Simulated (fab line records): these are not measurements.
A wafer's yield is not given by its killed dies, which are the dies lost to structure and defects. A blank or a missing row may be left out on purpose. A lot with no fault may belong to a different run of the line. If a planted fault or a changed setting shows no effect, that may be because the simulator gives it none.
fab line records    flow rit_cmos
record lots=7  wafers=21  last_day=7
route steps=202 shown CONTACT@170 M1@184
lots with no fault: from the same line, run without faults
start_h: hours from the record's opening day to when the first of the lot's shown wafers began    wait_h: how many hours have passed since the lot's step before this one    " identical to the entry in the row above    L1.1+2: several wafers, shown together as one row    - either no value or no given start    * or withheld: withheld    < > ~ a bound
route shown NAME@n: a module of which the file shows steps, and the number in the route of the first    usual: mean and standard deviation over wafers with no fault    same: alike in all rows    chamber/n: place in a boat    sites: the reading at each site    _std_site: standard deviation across them    _edge_site: inner sites' mean taken away from outer sites' mean    radius_mm: for every site, how far away it sits from the centre of the wafer    mask NAME#n: copy n    behind: tool/chamber where the wafer was last shaped    hold: reason for holding the lot/hours on hold/outcome of the hold    device: transistor that didn't switch, given as n, p or np    end of line: tests of these same wafers at the route's end    where a step has no rows: the recipe by itself    killed: at the first sort, the dies lost to defects and structure; wafer yield is something else    map: a wafer's dies, x killed, . not, _ none there
set.NAME: the setting the step ran with; set.NAME@STEP: the setting that earlier step ran with    model.NAME: the simulator's own value behind a step, which no gauge read
lots at selected steps of the route; one table per step, one row per wafer
services: a tool's chamber out of use, with start hour (start_h, from the record's first day; less than 0 if before it), hours out, and reason
## steps
# step RIT_CONTACT_HMDS_02
# recipe prime_time_s=60  prime_temp_c=140
# step RIT_CONTACT_COAT_03
# recipe resist=NOVOLAK  spin_rpm=3250  resist_thk_nm=1000
# step RIT_CONTACT_SOFTBAKE_04
# recipe resist=NOVOLAK  temp_c=90  time_s=60
# step RIT_CONTACT_EXPOSE_05
# recipe mask_id=M11  na=0.6  source_shape=conventional  sigma_outer=0.5  target_cd_nm=1000  dose_mj=250
# step RIT_CONTACT_PEB_06
# recipe resist=NOVOLAK  temp_c=withheld  time_s=withheld
# step RIT_CONTACT_DEVELOP_07
# recipe resist=NOVOLAK  develop_time_s=120  dev_temp_c=23
# step RIT_CONTACT_CD_MEAS_08
# recipe target_cd_nm=1000
# usual cd_nm=1000.8/2.4
lot.wafer  tool       chamber  start_h  wait_h  cd_nm
L173.4     cd_sem-01  -        92.21    -       1001.2
L173.5     "          -        "        "       1000.6
L173.6     "          -        "        "       998.8
L177.1     cd_sem-01  -        112.83   -       999.4
L177.2     "          -        "        "       1001.3
L177.3     "          -        "        "       999.8
L180.1     cd_sem-02  -        125.85   -       997.9
L180.2     "          -        "        "       999.2
L180.6     "          -        "        "       998.9
L181.1     cd_sem-02  -        131.09   -       1004.4
L181.5     "          -        "        "       1002.9
L181.6     "          -        "        "       1004.1
L183.1     cd_sem-01  -        142.14   -       1000.9
L183.2     "          -        "        "       1001.8
L183.4     "          -        "        "       1000.1
L184.3     cd_sem-02  -        146.35   -       1002.8
L184.5     "          -        "        "       1001.2
L184.6     "          -        "        "       1000.8
L187.2     cd_sem-02  -        163.98   -       998.4
L187.3     "          -        "        "       998.4
L187.5     "          -        "        "       999.1
# step RIT_CONTACT_OVL_MEAS_09
# usual CONTACT_OVL=-0.3/1.2
lot.wafer  tool        chamber  start_h  wait_h  CONTACT_OVL[nm]
L173.4     overlay-02  -        92.28    0.1     1.0
L173.5     "           -        "        "       0.3
L173.6     "           -        "        "       -0.8
L177.1     overlay-01  -        112.95   0.1     -2.1
L177.2     "           -        "        "       -1.4
L177.3     "           -        "        "       -0.5
L180.1     overlay-01  -        125.97   0.1     -0.4
L180.2     "           -        "        "       -0.3
L180.6     "           -        "        "       2.0
L181.1     overlay-02  -        131.21   0.1     1.4
L181.5     "           -        "        "       0.5
L181.6     "           -        "        "       -0.8
L183.1     overlay-01  -        142.26   0.1     3.1
L183.2     "           -        "        "       0.6
L183.4     "           -        "        "       1.8
L184.3     overlay-02  -        146.44   0.1     -1.0
L184.5     "           -        "        "       -3.1
L184.6     "           -        "        "       -1.6
L187.2     overlay-01  -        164.08   0.1     -2.1
L187.3     "           -        "        "       -1.1
L187.5     "           -        "        "       -2.1
# step RIT_CONTACT_HARDBAKE_10
# recipe resist=NOVOLAK  temp_c=140  time_s=60
# step RIT_CONTACT_ETCH_11
# recipe target_depth_a=4800  over_etch_frac=0.2  stop_on=TiSi2  chemistry=CHF3/CF4/Ar  target=SiO2  CHF3_flow_sccm=50  cf4_flow_sccm=10  Ar_flow_sccm=100  O2_flow_sccm=5  pressure_mtorr=100  rf_w=200  time_s=320
# usual drypump_motor_current_A=5.8/0.41  mfc_ar_sccm=100.02/0.27  oes_product_au=0.988/0.0075  throttle_valve_pct=8.78/0.13
lot.wafer  tool         chamber  start_h  wait_h  drypump_motor_current_A  mfc_ar_sccm  oes_product_au  rf_hours_counter_h  throttle_valve_pct
L173.4     rie_diel-04  2        92.55    0.1     6.8                      100.33       0.980           -                   8.96
L173.5     "            1        "        "       5.0                      100.05       0.991           -                   8.91
L173.6     "            0        "        "       6.0                      99.98        0.999           -                   8.92
L177.1     rie_diel-02  3        113.14   0.1     6.0                      100.23       0.988           132                 8.64
L177.2     "            1        "        "       5.7                      99.99        0.997           89                  8.90
L177.3     "            2        "        "       5.8                      100.08       0.980           58                  8.88
L180.1     rie_diel-02  1        126.30   0.1     5.8                      99.67        0.996           89                  8.88
L180.2     "            0        "        "       5.4                      100.36       0.982           94                  8.59
L180.6     "            1        "        "       5.8                      99.86        0.995           -                   8.88
L181.1     rie_diel-03  1        131.45   0.1     5.9                      100.35       0.971           67                  8.63
L181.5     "            3        "        "       5.6                      99.82        0.998           -                   8.86
L181.6     "            0        "        "       6.3                      100.14       0.983           -                   8.69
L183.1     rie_diel-02  2        142.44   0.1     5.8                      99.93        0.996           59                  8.87
L183.2     "            3        "        "       6.0                      100.75       0.985           132                 8.64
L183.4     "            3        "        "       6.0                      100.19       0.994           -                   8.62
L184.3     rie_diel-04  0        146.62   0.1     6.0                      99.89        1.002           67                  8.91
L184.5     "            0        "        "       6.1                      100.08       0.994           -                   8.92
L184.6     "            1        "        "       4.9                      99.64        0.988           -                   8.91
L187.2     rie_diel-03  2        164.30   0.1     5.5                      99.90        0.987           43                  8.64
L187.3     "            3        "        "       5.6                      99.91        0.995           127                 8.86
L187.5     "            3        "        "       5.6                      100.15       1.003           -                   8.84
# step RIT_CONTACT_STRIP_12
# recipe chemistry=O2  time_s=180  resist=NOVOLAK  platen_temp_c=withheld  power_w=500  pressure_mtorr=4000  o2_flow_sccm=4000
# usual drypump_motor_current_A=5.7/0.52
lot.wafer  tool             chamber  start_h  wait_h  drypump_motor_current_A  rf_hours_counter_h
L173.4     plasma_asher-04  1        92.70    0.1     5.6                      -
L173.5     "                1        "        "       5.7                      -
L173.6     "                0        "        "       5.9                      -
L177.1     plasma_asher-01  0        113.33   0.1     5.2                      24
L177.2     "                1        "        "       5.2                      24
L177.3     "                1        "        "       5.2                      -
L180.1     plasma_asher-01  1        126.49   0.1     5.2                      26
L180.2     "                0        "        "       5.2                      26
L180.6     "                0        "        "       5.2                      -
L181.1     plasma_asher-01  0        131.65   0.1     5.2                      26
L181.5     "                1        "        "       5.2                      -
L181.6     "                0        "        "       5.2                      -
L183.1     plasma_asher-03  1        142.64   0.1     5.7                      53
L183.2     "                0        "        "       6.6                      53
L183.4     "                1        "        "       5.7                      -
L184.3     plasma_asher-03  1        146.87   0.2     5.7                      -
L184.5     "                0        "        "       6.7                      -
L184.6     "                1        "        "       5.7                      -
L187.2     plasma_asher-04  0        164.50   0.1     5.9                      5
L187.3     "                0        "        "       5.9                      -
L187.5     "                0        "        "       5.9                      -
# step RIT_CONTACT_CD_MEAS_90
# recipe target_cd_nm=1000
# usual cd_nm=1000.8/2.4
lot.wafer  tool       chamber  start_h  wait_h  cd_nm
L173.4     cd_sem-01  -        92.88    0.1     1000.7
L173.5     "          -        "        "       1000.8
L173.6     "          -        "        "       998.9
L177.1     cd_sem-02  -        113.51   0.1     998.9
L177.2     "          -        "        "       1000.8
L177.3     "          -        "        "       1000.4
L180.1     cd_sem-02  -        126.67   0.1     997.5
L180.2     "          -        "        "       999.4
L180.6     "          -        "        "       998.9
L181.1     cd_sem-02  -        131.82   0.1     1004.3
L181.5     "          -        "        "       1003.0
L181.6     "          -        "        "       1003.8
L183.1     cd_sem-01  -        142.81   0.1     1001.2
L183.2     "          -        "        "       1001.8
L183.4     "          -        "        "       1000.0
L184.3     cd_sem-02  -        147.02   0.1     1003.0
L184.5     "          -        "        "       1001.5
L184.6     "          -        "        "       1000.8
L187.2     cd_sem-01  -        164.69   0.1     998.3
L187.3     "          -        "        "       998.3
L187.5     "          -        "        "       998.2
# step RIT_CONTACT_CLEAN_13
# recipe chemistry=SC1  mix=3:3:50  time_s=600  temp_c=75
lot.wafer   tool          chamber  start_h  wait_h
L173.4+5+6  wet_bench-02  3        92.94    0.0
L177.1+2+3  wet_bench-03  2        113.63   0.1
L180.1+2+6  wet_bench-03  2        126.79   0.1
L181.1+5+6  wet_bench-02  2        131.94   0.1
L183.1+2+4  wet_bench-02  0        142.93   0.1
L184.3+5+6  wet_bench-03  0        147.10   0.1
L187.2+3+5  wet_bench-02  1        164.79   0.1
# step RIT_CONTACT_CLEAN_14
# recipe chemistry=SC2  mix=3:3:50  time_s=600  temp_c=75  dry=n2_spin
# step RIT_M1_SPUTTER_00
# recipe material=Al  target_thk_nm=400  power_w=2000  chamber_pressure_pa=0.4  gas=Ar  time_s=500  substrate_temp_c=25
# usual throttle_valve_pct=30.0/0.84
lot.wafer  tool            chamber  start_h  wait_h  throttle_valve_pct
L173.4     pvd_sputter-04  -        93.31    0.0     29.6
L173.5     "               -        "        "       29.9
L173.6     "               -        "        "       29.4
L177.1     pvd_sputter-04  -        113.98   0.0     31.2
L177.2     "               -        "        "       29.5
L177.3     "               -        "        "       29.6
L180.1     pvd_sputter-01  -        127.14   0.0     29.9
L180.2     "               -        "        "       29.5
L180.6     "               -        "        "       30.0
L181.1     pvd_sputter-04  -        132.29   0.0     31.3
L181.5     "               -        "        "       31.1
L181.6     "               -        "        "       29.8
L183.1     pvd_sputter-04  -        143.46   0.0     29.1
L183.2     "               -        "        "       29.6
L183.4     "               -        "        "       29.6
L184.3     pvd_sputter-01  -        147.47   0.0     29.1
L184.5     "               -        "        "       31.4
L184.6     "               -        "        "       29.9
L187.2     pvd_sputter-04  -        165.33   0.0     29.5
L187.3     "               -        "        "       31.2
L187.5     "               -        "        "       30.0
# step RIT_M1_RS_MEAS_01
# recipe thk_meas_gauge=four-point-probe  reads=Al_of_M1_SPUTTER_00
# usual M1_AL_RS=0.0739/0.00079
lot.wafer  tool           chamber  start_h  wait_h  M1_AL_RS[ohm/sq]
L173.4     film_metro-04  -        93.66    0.2     0.0738
L173.5     "              -        "        "       0.0732
L173.6     "              -        "        "       0.0728
L177.1     film_metro-04  -        114.27   0.1     0.0751
L177.2     "              -        "        "       0.0748
L177.3     "              -        "        "       0.0755
L180.1     film_metro-03  -        127.43   0.1     0.0732
L180.2     "              -        "        "       0.0742
L180.6     "              -        "        "       0.0730
L181.1     film_metro-04  -        132.59   0.1     0.0743
L181.5     "              -        "        "       0.0740
L181.6     "              -        "        "       0.0740
L183.1     film_metro-01  -        143.75   0.1     0.0726
L183.2     "              -        "        "       0.0735
L183.4     "              -        "        "       0.0727
L184.3     film_metro-01  -        147.80   0.2     0.0742
L184.5     "              -        "        "       0.0737
L184.6     "              -        "        "       0.0738
L187.2     film_metro-01  -        165.65   0.2     0.0727
L187.3     "              -        "        "       0.0733
L187.5     "              -        "        "       0.0732
# step RIT_M1_THK_MEAS_02
# recipe thk_meas_gauge=xrf  reads=Al_of_M1_SPUTTER_00
# usual M1_AL_THK=401/4.6
lot.wafer  tool           chamber  start_h  wait_h  M1_AL_THK[nm]
L173.4     film_metro-04  -        93.75    0.1     404
L173.5     "              -        "        "       407
L173.6     "              -        "        "       407
L177.1     film_metro-04  -        114.39   0.1     395
L177.2     "              -        "        "       397
L177.3     "              -        "        "       395
L180.1     film_metro-03  -        127.55   0.1     404
L180.2     "              -        "        "       397
L180.6     "              -        "        "       401
L181.1     film_metro-04  -        132.71   0.1     401
L181.5     "              -        "        "       405
L181.6     "              -        "        "       403
L183.1     film_metro-01  -        143.87   0.1     406
L183.2     "              -        "        "       401
L183.4     "              -        "        "       404
L184.3     film_metro-01  -        147.90   0.1     396
L184.5     "              -        "        "       399
L184.6     "              -        "        "       401
L187.2     film_metro-01  -        165.76   0.1     404
L187.3     "              -        "        "       403
L187.5     "              -        "        "       402
# step RIT_M1_HMDS_03
# recipe prime_time_s=60  prime_temp_c=140
# step RIT_M1_COAT_04
# recipe resist=NOVOLAK  spin_rpm=2000  resist_thk_nm=1300
# step RIT_M1_SOFTBAKE_05
# recipe resist=NOVOLAK  temp_c=90  time_s=60
# step RIT_M1_EXPOSE_06
# recipe mask_id=M12  na=0.6  source_shape=conventional  sigma_outer=0.5  target_cd_nm=2600  dose_mj=250
# step RIT_M1_PEB_07
# recipe resist=NOVOLAK  temp_c=withheld  time_s=withheld
# step RIT_M1_DEVELOP_08
# recipe resist=NOVOLAK  develop_time_s=68  dev_temp_c=23
# step RIT_M1_CD_MEAS_09
# recipe target_cd_nm=2600
# usual cd_nm=2600.4/2.2
lot.wafer  tool       chamber  start_h  wait_h  cd_nm
L173.4     cd_sem-01  -        94.85    -       2602.8
L173.5     "          -        "        "       2601.4
L173.6     "          -        "        "       2602.6
L177.1     cd_sem-02  -        115.46   -       2596.8
L177.2     "          -        "        "       2596.5
L177.3     "          -        "        "       2597.0
L180.1     cd_sem-02  -        128.49   -       2600.9
L180.2     "          -        "        "       2602.0
L180.6     "          -        "        "       2602.6
L181.1     cd_sem-02  -        133.65   -       2601.4
L181.5     "          -        "        "       2602.8
L181.6     "          -        "        "       2602.1
L183.1     cd_sem-01  -        144.94   -       2599.8
L183.2     "          -        "        "       2597.7
L183.4     "          -        "        "       2598.7
L184.3     cd_sem-02  -        148.99   -       2602.8
L184.5     "          -        "        "       2603.7
L184.6     "          -        "        "       2601.2
L187.2     cd_sem-02  -        166.80   -       2600.3
L187.3     "          -        "        "       2600.1
L187.5     "          -        "        "       2599.9
# step RIT_M1_OVL_MEAS_10
# usual M1_OVL=0.7/1.5
lot.wafer  tool        chamber  start_h  wait_h  M1_OVL[nm]
L173.4     overlay-02  -        94.92    0.1     0.6
L173.5     "           -        "        "       -0.3
L173.6     "           -        "        "       1.5
L177.1     overlay-02  -        115.58   0.1     0.6
L177.2     "           -        "        "       0.8
L177.3     "           -        "        "       -1.5
L180.1     overlay-02  -        128.61   0.1     0.2
L180.2     "           -        "        "       -0.5
L180.6     "           -        "        "       -2.0
L181.1     overlay-01  -        133.77   0.1     3.1
L181.5     "           -        "        "       3.5
L181.6     "           -        "        "       2.7
L183.1     overlay-01  -        145.06   0.1     0.4
L183.2     "           -        "        "       -2.5
L183.4     "           -        "        "       -1.9
L184.3     overlay-02  -        149.08   0.1     0.2
L184.5     "           -        "        "       2.1
L184.6     "           -        "        "       1.0
L187.2     overlay-02  -        166.90   0.1     2.8
L187.3     "           -        "        "       3.6
L187.5     "           -        "        "       2.2
# step RIT_M1_HARDBAKE_11
# recipe resist=NOVOLAK  temp_c=140  time_s=120
# step RIT_M1_METAL_ETCH_12
# recipe stop_on=SiO2  chemistry=Cl2/BCl3  target=Al  time_s=165  over_etch_frac=0.5  pressure_mtorr=100  target_depth_a=6000  rf_w=250  Cl2_flow_sccm=60  bcl3_flow_sccm=50
# usual drypump_motor_current_A=5.5/0.49  oes_product_au=0.777/0.014  throttle_valve_pct=8.32/0.11
lot.wafer  tool          chamber  start_h  wait_h  drypump_motor_current_A  oes_product_au  rf_hours_counter_h  throttle_valve_pct
L173.4     rie_metal-02  0        95.25    0.1     5.9                      0.781           -                   8.15
L173.5     "             1        "        "       5.5                      0.772           -                   8.11
L173.6     "             0        "        "       5.9                      0.778           -                   8.18
L177.1     rie_metal-03  0        115.86   0.2     6.0                      0.758           3                   8.33
L177.2     "             1        "        "       4.8                      0.773           3                   8.34
L177.3     "             1        "        "       4.8                      0.778           -                   8.33
L180.1     rie_metal-03  0        128.90   0.2     6.0                      0.780           3                   8.34
L180.2     "             1        "        "       4.8                      0.780           3                   8.33
L180.6     "             1        "        "       4.8                      0.798           -                   8.34
L181.1     rie_metal-04  1        134.05   0.2     5.8                      0.763           5                   8.46
L181.5     "             0        "        "       4.9                      0.791           -                   8.41
L181.6     "             1        "        "       5.8                      0.751           -                   8.47
L183.1     rie_metal-04  0        145.34   0.2     4.9                      0.808           6                   8.40
L183.2     "             1        "        "       5.8                      0.754           5                   8.47
L183.4     "             1        "        "       5.8                      0.777           -                   8.45
L184.3     rie_metal-03  1        149.41   0.2     4.8                      0.784           -                   8.34
L184.5     "             1        "        "       4.8                      0.794           -                   8.34
L184.6     "             0        "        "       6.0                      0.780           -                   8.31
L187.2     rie_metal-03  1        167.22   0.2     4.8                      0.791           4                   8.33
L187.3     "             0        "        "       6.0                      0.776           -                   8.32
L187.5     "             1        "        "       4.9                      0.795           -                   8.32
# step RIT_M1_STRIP_13
# recipe chemistry=nmp  resist=NOVOLAK  temp_c=80  time_s=600  dry=n2_spin
# step RIT_M1_STRIP_14
# recipe chemistry=O2  time_s=180  platen_temp_c=withheld  power_w=500  pressure_mtorr=4000  o2_flow_sccm=4000
# usual drypump_motor_current_A=5.6/0.4
lot.wafer  tool             chamber  start_h  wait_h  drypump_motor_current_A  rf_hours_counter_h
L173.4     plasma_asher-01  0        95.59    0.1     5.2                      -
L173.5     "                0        "        "       5.2                      -
L173.6     "                1        "        "       5.2                      -
L177.1     plasma_asher-02  0        116.20   0.0     6.2                      51
L177.2     "                1        "        "       5.1                      51
L177.3     "                1        "        "       5.1                      -
L180.1     plasma_asher-04  1        129.24   0.0     5.7                      1
L180.2     "                0        "        "       5.9                      1
L180.6     "                1        "        "       5.7                      -
L181.1     plasma_asher-01  0        134.39   0.0     5.2                      27
L181.5     "                0        "        "       5.2                      -
L181.6     "                1        "        "       5.2                      -
L183.1     plasma_asher-02  0        145.86   0.0     6.1                      54
L183.2     "                1        "        "       5.1                      54
L183.4     "                1        "        "       5.2                      -
L184.3     plasma_asher-01  0        149.75   0.1     5.2                      -
L184.5     "                0        "        "       5.2                      -
L184.6     "                1        "        "       5.2                      -
L187.2     plasma_asher-02  0        167.57   0.0     6.1                      57
L187.3     "                0        "        "       6.2                      -
L187.5     "                1        "        "       5.1                      -
# step RIT_M1_CD_MEAS_90
# recipe target_cd_nm=2600
# usual cd_nm=2599/3.4
lot.wafer  tool       chamber  start_h  wait_h  cd_nm
L173.4     cd_sem-01  -        95.77    0.1     2603
L173.5     "          -        "        "       2603
L173.6     "          -        "        "       2604
L177.1     cd_sem-01  -        116.38   0.1     2594
L177.2     "          -        "        "       2593
L177.3     "          -        "        "       2594
L180.1     cd_sem-01  -        129.41   0.1     2599
L180.2     "          -        "        "       2598
L180.6     "          -        "        "       2598
L181.1     cd_sem-01  -        134.57   0.1     2604
L181.5     "          -        "        "       2602
L181.6     "          -        "        "       2605
L183.1     cd_sem-01  -        146.03   0.1     2598
L183.2     "          -        "        "       2597
L183.4     "          -        "        "       2600
L184.3     cd_sem-01  -        149.91   0.1     2599
L184.5     "          -        "        "       2603
L184.6     "          -        "        "       2602
L187.2     cd_sem-01  -        167.76   0.1     2598
L187.3     "          -        "        "       2597
L187.5     "          -        "        "       2596
# step RIT_M1_ANNEAL_15
# recipe temp_c=450  time_s=1800  ambient=forming_gas_H2N2
# step RIT_M1_BOW_MEAS_16
# recipe mode=bow
# usual M1_BOW=17/6.3
lot.wafer  tool           chamber  start_h  wait_h  M1_BOW[um]
L173.4     film_metro-04  -        97.39    0.1     18
L173.5     "              -        "        "       27
L173.6     "              -        "        "       6
L177.1     film_metro-03  -        118.39   0.0     23
L177.2     "              -        "        "       35
L177.3     "              -        "        "       18
L180.1     film_metro-04  -        131.03   0.0     9
L180.2     "              -        "        "       12
L180.6     "              -        "        "       5
L181.1     film_metro-03  -        136.19   0.0     18
L181.5     "              -        "        "       26
L181.6     "              -        "        "       17
L183.1     film_metro-01  -        148.49   0.0     12
L183.2     "              -        "        "       12
L183.4     "              -        "        "       16
L184.3     film_metro-04  -        151.53   0.0     20
L184.5     "              -        "        "       17
L184.6     "              -        "        "       21
L187.2     film_metro-04  -        169.38   0.0     15
L187.3     "              -        "        "       11
L187.5     "              -        "        "       12
# step RIT_M1_PROBE_99
# usual killed_at_contacts=0.1/0.26  killed_at_front_end=7.5/2.8  killed_dies=7.6/2.8  killed_on_rim=2.0/1.6  killed_open=3.9/2.1  killed_short=3.7/1.7
# same gross_dies=264  killed_at_M0_to_M3=0  killed_at_M4_up=0  killed_at_back_side=0  killed_at_other=0
lot.wafer  tool       chamber  start_h  wait_h  killed_at_contacts  killed_at_front_end  killed_dies  killed_on_rim  killed_open  killed_short
L173.4     prober-01  -        97.60    0.2     0                   10                   10           4              6            4
L173.5     prober-01  -        97.65    0.2     0                   10                   10           1              4            6
L173.6     prober-01  -        97.70    0.2     0                   6                    6            0              4            2
L177.1     prober-01  -        118.51   0.1     0                   5                    5            2              4            1
L177.2     prober-01  -        118.56   0.1     0                   6                    6            0              2            4
L177.3     prober-01  -        118.61   0.2     0                   11                   11           3              3            7
L180.1     prober-02  -        131.15   0.1     0                   5                    5            2              1            4
L180.2     prober-02  -        131.20   0.1     0                   9                    9            1              7            2
L180.6     prober-02  -        131.40   0.2     0                   8                    8            0              2            6
L181.1     prober-01  -        136.31   0.1     22                  5                    27           13             2            3
L181.5     prober-01  -        136.51   0.2     21                  4                    25           13             3            1
L181.6     prober-01  -        136.56   0.2     21                  5                    26           11             2            3
L183.1     prober-01  -        148.61   0.1     36                  5                    41           1              1            4
L183.2     prober-01  -        148.66   0.1     39                  7                    46           1              4            3
L183.4     prober-01  -        148.76   0.2     32                  1                    33           0              1            0
L184.3     prober-02  -        151.71   0.2     0                   6                    6            2              4            2
L184.5     prober-02  -        151.81   0.2     0                   10                   10           2              8            2
L184.6     prober-02  -        151.86   0.2     0                   9                    9            1              3            6
L187.2     prober-01  -        169.53   0.1     23                  12                   35           11             6            5
L187.3     prober-01  -        169.58   0.2     25                  3                    28           12             2            1
L187.5     prober-01  -        169.68   0.2     18                  10                   28           11             5            5
# killed by level:class
L173.4 REOX:geometric_particle:open=3 SILICIDE:geometric_particle:open=3 FOX1:geometric_particle:short=1 GATE:geometric_particle:short=1 REOX:geometric_particle:short=1 SPACER:geometric_particle:short=1
L173.5 FOX1:geometric_particle:open=2 FOX1:geometric_particle:short=2 GATE:geometric_particle:short=2 GATE:geometric_particle:open=2 REOX:geometric_particle:short=2
L173.6 FOX1:geometric_particle:open=2 FOX1:geometric_particle:short=2 GATE:geometric_particle:open=1 REOX:geometric_particle:open=1
L177.1 GATE:geometric_particle:open=2 SPACER:geometric_particle:open=2 FOX1:geometric_particle:short=1
L177.2 GATE:geometric_particle:short=2 SPACER:geometric_particle:short=2 GATE:geometric_particle:open=1 SPACER:geometric_particle:open=1
L177.3 REOX:geometric_particle:short=4 SILICIDE:geometric_particle:short=2 FOX1:geometric_particle:open=1 GATE:geometric_particle:short=1 SPACER:geometric_particle:open=1 SILICIDE:geometric_particle:open=1 NSD:coat_microbubble_printed=1
L180.1 SPACER:geometric_particle:short=2 GATE:geometric_particle:short=2 GATE:geometric_particle:open=1
L180.2 SPACER:geometric_particle:open=4 FOX1:geometric_particle:open=1 FOX2:geometric_particle:open=1 FOX2:geometric_particle:short=1 REOX:geometric_particle:open=1 SPACER:geometric_particle:short=1
L180.6 FOX1:geometric_particle:short=4 SPACER:geometric_particle:short=2 FOX1:geometric_particle:open=1 SPACER:geometric_particle:open=1
L181.1 CONTACT:unspecified=22 GATE:geometric_particle:short=2 SPACER:geometric_particle:open=1 SILICIDE:geometric_particle:open=1 SILICIDE:geometric_particle:short=1
L181.5 CONTACT:unspecified=21 SPACER:geometric_particle:open=2 GATE:geometric_particle:short=1 SILICIDE:geometric_particle:open=1
L181.6 CONTACT:unspecified=21 FOX1:geometric_particle:short=1 REOX:geometric_particle:open=1 SPACER:geometric_particle:short=1 SILICIDE:geometric_particle:short=1 SILICIDE:geometric_particle:open=1
L183.1 CONTACT:unspecified=36 GATE:geometric_particle:short=3 FOX2:geometric_particle:short=1 GATE:geometric_particle:open=1
L183.2 CONTACT:unspecified=39 FOX1:geometric_particle:open=2 FOX1:geometric_particle:short=1 GATE:geometric_particle:open=1 SPACER:geometric_particle:short=1 SILICIDE:geometric_particle:short=1 SILICIDE:geometric_particle:open=1
L183.4 CONTACT:unspecified=32 SPACER:geometric_particle:open=1
L184.3 GATE:geometric_particle:open=2 FOX1:geometric_particle:short=1 FOX1:geometric_particle:open=1 GATE:geometric_particle:short=1 SPACER:geometric_particle:open=1
L184.5 FOX1:geometric_particle:open=3 GATE:geometric_particle:open=2 SPACER:geometric_particle:open=2 FOX2:geometric_particle:short=1 FOX2:geometric_particle:open=1 GATE:geometric_particle:short=1
L184.6 GATE:geometric_particle:short=2 SPACER:geometric_particle:short=2 FOX1:geometric_particle:short=1 FOX1:geometric_particle:open=1 GATE:geometric_particle:open=1 SPACER:geometric_particle:open=1 SILICIDE:geometric_particle:short=1
L187.2 CONTACT:unspecified=23 FOX1:geometric_particle:open=2 GATE:geometric_particle:open=2 SPACER:geometric_particle:short=2 FOX1:geometric_particle:short=1 FOX2:geometric_particle:short=1 REOX:geometric_particle:short=1 SPACER:geometric_particle:open=1
L187.3 CONTACT:unspecified=25 FOX1:geometric_particle:short=1 FOX1:geometric_particle:open=1 SPACER:geometric_particle:open=1
L187.5 CONTACT:unspecified=18 FOX1:geometric_particle:open=2 GATE:geometric_particle:open=2 GATE:geometric_particle:short=2 FOX1:geometric_particle:short=1 FOX2:geometric_particle:short=1 REOX:geometric_particle:short=1 SPACER:geometric_particle:open=1
# map L181.1 (x killed, . not)
________...x..._______
_____.............____
____...............___
___.................__
__..................._
__..................._
_x....................
_...............x.....
_................x....
_.....................
__...x.........x....._
__xxxxx.............._
___xxxxx............__
____xxxxx..........___
_____xxxxx........____
________x......_______
# map L183.2 (x killed, . not)
________......._______
_____.............____
____...............___
___.................__
__..........x........_
__..........x........_
_........xxxx.........
_........xxxxx........
_.....xxxxxxxxxx..x...
_......xxxxxxxx.......
__......xxxxxxx..x..._
__....xx.xxxxx......._
___...............x.__
____...............___
_____.............____
________......._______
## services
tool             chamber  start_h  hours  kind
rie_diel-04      3        91.18    26.1   repair
rie_metal-04     1        91.86    7.7    repair
plasma_asher-04  -        108.75   9.0    pm
plasma_asher-04  0        108.75   9.0    vent_cycle
plasma_asher-04  1        108.75   9.0    vent_cycle
plasma_asher-04  0        117.75   -      clean
plasma_asher-04  1        117.75   -      clean
pvd_sputter-04   -        121.91   1.1    repair
rie_diel-04      3        123.26   11.2   repair
rie_diel-02      1        131.27   15.7   repair
plasma_asher-03  -        132.28   2.8    pm
rie_metal-02     -        136.12   20.0   pm
rie_metal-02     0        136.12   20.0   vent_cycle
rie_metal-02     1        136.12   20.0   vent_cycle
rie_diel-03      3        137.20   2.9    repair
plasma_asher-01  -        137.26   4.1    repair
rie_diel-03      1        153.42   16.0   repair
rie_metal-02     0        156.12   -      clean
rie_metal-02     1        156.12   -      clean
## key
first_sign step=RIT_M1_PROBE_99  reading=killed_at_contacts  direction=up  sigmas=26  usual=0.1  struck=26.3
effect step=RIT_M1_PROBE_99  reading=killed_dies  direction=up  sigmas=8.6  usual=7.6  struck=32.1
met_at RIT_CONTACT_CLEAN_13
struck_wafers L181.1,L181.5,L181.6,L183.1,L183.2,L183.4,L187.2,L187.3,L187.5
tester_left_out L181,L183,L187
onset_between 92.94 131.94
also_fits RIT_M1_SPUTTER_00:pvd_sputter-04
fault kind=chamber_particle_source  tool=wet_bench-02  chamber=-  onset_h=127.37  steps=RIT_CONTACT_CLEAN_13  rate_per_visit_cm2=1.4809  end_h=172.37
# tester_left_out: of these lots the tester's yield and bins aren't shown, on N5 and GAA mostly nor the transistor test; their killed dies are dies lost to structure and defects alone, not to doping, threshold or leakage, so they don't give the yield
